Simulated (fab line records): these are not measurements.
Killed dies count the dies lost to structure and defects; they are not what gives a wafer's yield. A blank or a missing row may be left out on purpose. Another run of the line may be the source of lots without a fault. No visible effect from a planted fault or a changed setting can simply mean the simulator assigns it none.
One fault seen from 2 desks :: flow rit-cmos :: each desk holds nothing but its own numbers, with what lay behind them at the end

== AT THE TOOL OWNER'S DESK: furnace-03 ==
The tool's own readings at RIT_ACTIVE_OXIDATION_01 (target thk 46.8 nm, ox time 3360 s): means of the sampled wafers that have a number, for each lot that ran on this tool. The brackets show how far a lot's mean lies from the usual mean; more than 4 standard deviations puts the lot out of limits, marked OUT.
Columns: A = spike-tc-centre-C at RIT_ACTIVE_OXIDATION_01, usual 1001.7 C; B = spike-tc-load-C at RIT_ACTIVE_OXIDATION_01, usual 1027 C; C = spike-tc-source-C at RIT_ACTIVE_OXIDATION_01, usual 1026.9 C; D = tube-center-temp-C at RIT_ACTIVE_OXIDATION_01, usual 1000 C; E = tube_center_temp_C_max at RIT_ACTIVE_OXIDATION_01, usual 1002.6; F = zone-power-source-pct at RIT_ACTIVE_OXIDATION_01, usual 36.5 %
lot: L502
first seen here: day 2 02:34
A: 1003.0
B: 1026
C: 1028.1
D: 1000
E: 1002.3
F: 36.3

lot: L503
first seen here: day 2 07:08
A: 1003.0
B: 1025
C: 1029.0
D: 1000
E: 1002.3
F: 36.4

lot: L510
first seen here: day 3 17:07
A: 1002.1
B: 1026
C: 1029.3
D: 1000
E: 1002.4
F: 36.3

lot: L519
first seen here: day 5 14:07
A: 977.7 (-17) OUT
B: 1000 (-6.4) OUT
C: 1003.8 (-12) OUT
D: 975 (-99 or more) OUT
E: 977.4 (-63) OUT
F: 34.1 (-5.0) OUT

lot: L520
first seen here: day 5 19:07
A: 978.1 (-17) OUT
B: 1001 (-6.3) OUT
C: 1003.5 (-12) OUT
D: 975 (-99 or more) OUT
E: 977.5 (-63) OUT
F: 34.2 (-4.7) OUT

lot: L521
first seen here: day 6 00:07
A: 977.6 (-17) OUT
B: 1001 (-6.3) OUT
C: 1002.9 (-13) OUT
D: 975 (-99 or more) OUT
E: 977.3 (-63) OUT
F: 34.0 (-5.2) OUT
This desk's verdict: out of limits on L519, L520, L521, starting with L519 at day 5 14:07 (spike-tc-centre-C at RIT_ACTIVE_OXIDATION_01). Within limits: L502, L503, L510.

== AT THE METROLOGY DESK ==
Lot by lot, what the gauges showed, no matter which tool ran the lot: averages of those sampled wafers that carry a number. The brackets show how far a lot's mean lies from the usual mean; more than 4 standard deviations puts the lot out of limits, marked OUT.
Columns: A = ACTIVE_OXIDE_THK at RIT_ACTIVE_THK_MEAS_02, usual 46.6 nm; B = ACTIVE_NITRIDE_THK at RIT_ACTIVE_THK_MEAS_04, usual 149.8 nm; C = FIELD_OXIDE_LEFT_2_THK at RIT_FOX2_THK_MEAS_91, usual 255 nm
lot: L502
first seen here: day 2 04:29
A: 45.8
B: 150.7
C: 265

lot: L503
first seen here: day 2 09:04
A: 46.4
B: 150.0
C: 263

lot: L504
first seen here: day 2 14:13
A: 47.6
B: 149.3
C: 260

lot: L505
first seen here: day 2 18:59
A: 45.7
B: 150.5
C: 246

lot: L506
first seen here: day 2 23:28
A: 45.7
B: 148.8
C: 258

lot: L507
first seen here: day 3 04:20
A: 46.9
B: 149.5
C: 243

lot: L508
first seen here: day 3 09:38
A: 47.2
B: 149.3
C: 251

lot: L510
first seen here: day 3 19:05
A: 47.2
B: 150.8
C: 253

lot: L511
first seen here: day 4 00:04
A: 46.8
B: 150.1
C: 259

lot: L513
first seen here: day 4 10:03
A: 45.5
B: 150.3
C: 252

lot: L518
first seen here: day 5 11:56
A: 44.9
B: 149.2
C: 264

lot: L519
first seen here: day 5 16:03
A: 37.0 (-9.7) OUT
B: 150.0
C: 259

lot: L520
first seen here: day 5 21:04
A: 37.5 (-9.2) OUT
B: 149.9
C: 258

lot: L521
first seen here: day 6 02:05
A: 37.8 (-8.9) OUT
B: 149.9
C: 264

lot: L522
first seen here: day 6 07:41
A: 46.7
B: 150.8
C: 251
Finding of this desk: L519, L520, L521 out of limits, first seen on L519 at day 5 16:03 (ACTIVE_OXIDE_THK at RIT_ACTIVE_THK_MEAS_02). Within limits: L502, L503, L504, L505, L506, L507, L508, L510, L511, L513, L518, L522.

== ALL TOGETHER ==
At day 5 14:07, on L519, L520, L521, the tool owner's desk was in a position to raise an alarm.
At day 5 16:03 the metrology desk could have sounded an alarm, on L519, L520, L521.
On furnace-03, each named lot ran RIT_ACTIVE_OXIDATION_01.

== WHAT THE SIMULATOR PUT IN ==
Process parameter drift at RIT_ACTIVE_OXIDATION_01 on furnace-03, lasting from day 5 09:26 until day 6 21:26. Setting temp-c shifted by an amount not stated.
Lots struck among those shown: L519, L520, L521.
Counting hours from when the fault started, the first reading out of limits came at 5 for the tool owner's desk and at 7 for the metrology desk.
